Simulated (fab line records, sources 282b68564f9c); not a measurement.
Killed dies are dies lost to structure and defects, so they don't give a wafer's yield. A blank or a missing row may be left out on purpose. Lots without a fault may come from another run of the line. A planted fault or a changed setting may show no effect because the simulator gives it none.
One fault seen from 2 desks | flow rit_cmos | each desk has only its own numbers; what lay behind them comes last

THE METROLOGY DESK
What the gauges read, lot by lot, whatever tool the lot ran on: means of the sampled wafers that have a number. A lot is out of limits, marked OUT, if its mean lies more than 4 standard deviations from the usual mean; the brackets give that distance.
Columns: A = ACTIVE_OXIDE_THK at RIT_ACTIVE_THK_MEAS_02, usual 46.9 nm; B = PLDD_TW at RIT_PLDD_TW_MEAS_10, usual 2358; C = PLDD_RS at RIT_SDANNEAL_RS_MEAS_06, usual 178.7 ohm/sq; D = SILICIDE_TI_RS at RIT_SILICIDE_RS_MEAS_02, usual 47.6 ohm/sq
lot  | first seen here | A    | B               | C               | D
L673 | day 1 12:55     | 46.7 | 2340            | 178.1           | 47.0
L674 | day 1 17:19     | 48.4 | 2388            | 179.0           | 46.9
L675 | day 1 22:04     | 47.7 | 2365            | 177.8           | 47.5
L676 | day 2 03:03     | 46.0 | 2374            | 177.9           | 46.6
L678 | day 2 13:04     | 47.8 | 2344            | 178.1           | 47.4
L679 | day 2 18:04     | 47.4 | 2361            | 178.7           | 47.4
L680 | day 2 23:28     | 45.5 | 2352            | 178.7           | 47.6
L681 | day 3 04:03     | 46.2 | 2358            | 178.9           | 47.5
L682 | day 3 09:03     | 47.5 | 2351            | 179.1           | 47.3
L683 | day 3 14:03     | 46.7 | 2358            | 179.0           | 48.4
L686 | day 4 05:04     | 47.0 | 2355            | 178.1           | 47.1
L690 | day 5 01:03     | 47.4 | 2368            | 178.3           | 47.6
L691 | day 5 06:04     | 45.8 | 2253 (-8.8) OUT | 197.6 (+39) OUT | 48.7
L692 | day 5 12:19     | 46.4 | 2252 (-8.9) OUT | 196.3 (+36) OUT | 48.5
This desk's finding: out of limits on L691, L692; first on L691, day 6 13:45 (PLDD_TW at RIT_PLDD_TW_MEAS_10). In limits: L673, L674, L675, L676, L678, L679, L680, L681, L682, L683, L686, L690.

THE TOOL OWNER'S DESK: implanter-03
The tool's own readings at RIT_PLDD_IMPLANT_08: means of the sampled wafers that have a number, for each lot that ran on this tool. A lot is out of limits, marked OUT, if its mean lies more than 4 standard deviations from the usual mean; the brackets give that distance.
Columns: A = faraday_current_uA at RIT_PLDD_IMPLANT_08, usual 2826
lot  | first seen here | A
L673 | day 2 18:53     | 2791
L674 | day 3 04:41     | 2805
L686 | day 5 14:28     | 2743
L691 | day 6 13:26     | 2773
L692 | day 6 19:23     | 2822
This desk's finding: nothing out of limits on any of the 5 lots.

PUT TOGETHER
The metrology desk could have raised an alarm at day 6 13:45, on L691, L692.
The tool owner's desk saw nothing out of limits.
The tool owner's desk has L691, L692 on record, within its limits.
Of the lots named, all ran RIT_PLDD_IMPLANT_08 on implanter-03.

WHAT THE SIMULATOR HAD PUT IN
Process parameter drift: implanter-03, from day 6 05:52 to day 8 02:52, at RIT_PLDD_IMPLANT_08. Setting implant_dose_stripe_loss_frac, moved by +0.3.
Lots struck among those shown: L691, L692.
Hours from the fault's start to each desk's first reading out of limits: the metrology desk, 8.
